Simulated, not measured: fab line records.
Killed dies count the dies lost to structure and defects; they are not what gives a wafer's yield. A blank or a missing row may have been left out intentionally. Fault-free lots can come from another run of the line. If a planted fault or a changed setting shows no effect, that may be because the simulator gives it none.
The same fault as seen by 2 desks || flow rit cmos || only its own numbers are on each desk; what lay behind them is given at the end

== TOOL OWNER'S DESK, rie diel-02 ==
The tool's own readings at RIT_SPACER_ETCHBACK_05 (etches Si3N4 in SF6/CHF3, stops on SiO2, target depth 250 nm, time 240 s): means of the sampled wafers that have a number, for each lot that ran on this tool. Marked OUT: a lot whose mean sits more than 4 standard deviations from the usual mean, which makes it out of limits; the brackets give that distance.
Columns: A = SF6_flow_sccm at RIT_SPACER_ETCHBACK_05, usual 29.99 sccm; B = chamber pressure mTorr at RIT_SPACER_ETCHBACK_05, usual 40.00 mTorr; C = drypump motor current A at RIT_SPACER_ETCHBACK_05, usual 5.7 A; D = oes product au at RIT_SPACER_ETCHBACK_05, usual 0.842 a.u.; E = run length s at RIT_SPACER_ETCHBACK_05, usual 268.2 s; F = throttle valve pct at RIT_SPACER_ETCHBACK_05, usual 10.29 %
{"lot": "L283", "first seen here": "day 3 08:01", "A": 29.88, "B": 40.02, "C": 5.6, "D": 0.847, "E": 267.7, "F": 10.21}
{"lot": "L296", "first seen here": "day 6 01:55", "A": 29.99, "B": 40.00, "C": 5.5, "D": "0.979 (+7.6) OUT", "E": "171.7 (-99 or more) OUT", "F": 10.32}
{"lot": "L297", "first seen here": "day 6 12:57", "A": 30.04, "B": 40.01, "C": 5.6, "D": "0.998 (+8.6) OUT", "E": "171.9 (-99 or more) OUT", "F": 10.25}
Finding of this desk: L296, L297 out of limits; the first was L296 at day 6 01:55, on oes product au at RIT_SPACER_ETCHBACK_05. L283: within limits.

== THE METROLOGY DESK ==
What the gauges read for every lot (on any tool): the sampled wafers with a number, averaged. Marked OUT: a lot whose mean sits more than 4 standard deviations from the usual mean, which makes it out of limits; the brackets give that distance.
Columns: A = PLDD_OVL at RIT_PLDD_OVL_MEAS_06, usual -1.3 nm; B = PLDD_TW at RIT_PLDD_TW_MEAS_10, usual 2370; C = SPACER_NITRIDE_THK at RIT_SPACER_THK_MEAS_04, usual 249.0 nm
{"lot": "L283", "first seen here": "day 3 04:27", "A": -2.1, "B": 2378, "C": 249.9}
{"lot": "L295", "first seen here": "day 5 17:53", "A": 0.8, "B": 2365, "C": 244.4}
{"lot": "L296", "first seen here": "day 5 22:57", "A": -3.5, "B": 2385, "C": 249.7}
{"lot": "L297", "first seen here": "day 6 10:02", "A": -1.6, "B": 2345, "C": 244.6}
{"lot": "L303", "first seen here": "day 7 10:52", "A": -0.3, "B": 2389, "C": 248.2}
{"lot": "L304", "first seen here": "day 7 14:55", "A": -1.8, "B": 2388, "C": 245.2}
Finding of this desk: none of the 6 lots has anything out of limits.

== ALL TOGETHER ==
An alarm could have come from the tool owner's desk at day 6 01:55, on L296, L297.
At the metrology desk, nothing out of limits was observed.
The metrology desk has L296, L297 on record, within its limits.
On rie diel-02, each named lot ran RIT_SPACER_ETCHBACK_05.

== WHAT WAS PUT IN BY THE SIMULATOR ==
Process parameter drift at RIT_SPACER_ETCHBACK_05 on rie diel-02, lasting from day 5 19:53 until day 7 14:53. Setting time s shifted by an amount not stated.
Lots struck among those shown: L296, L297.
Time in hours from fault onset to the first out-of-limits reading at each desk: the tool owner's desk, 6.
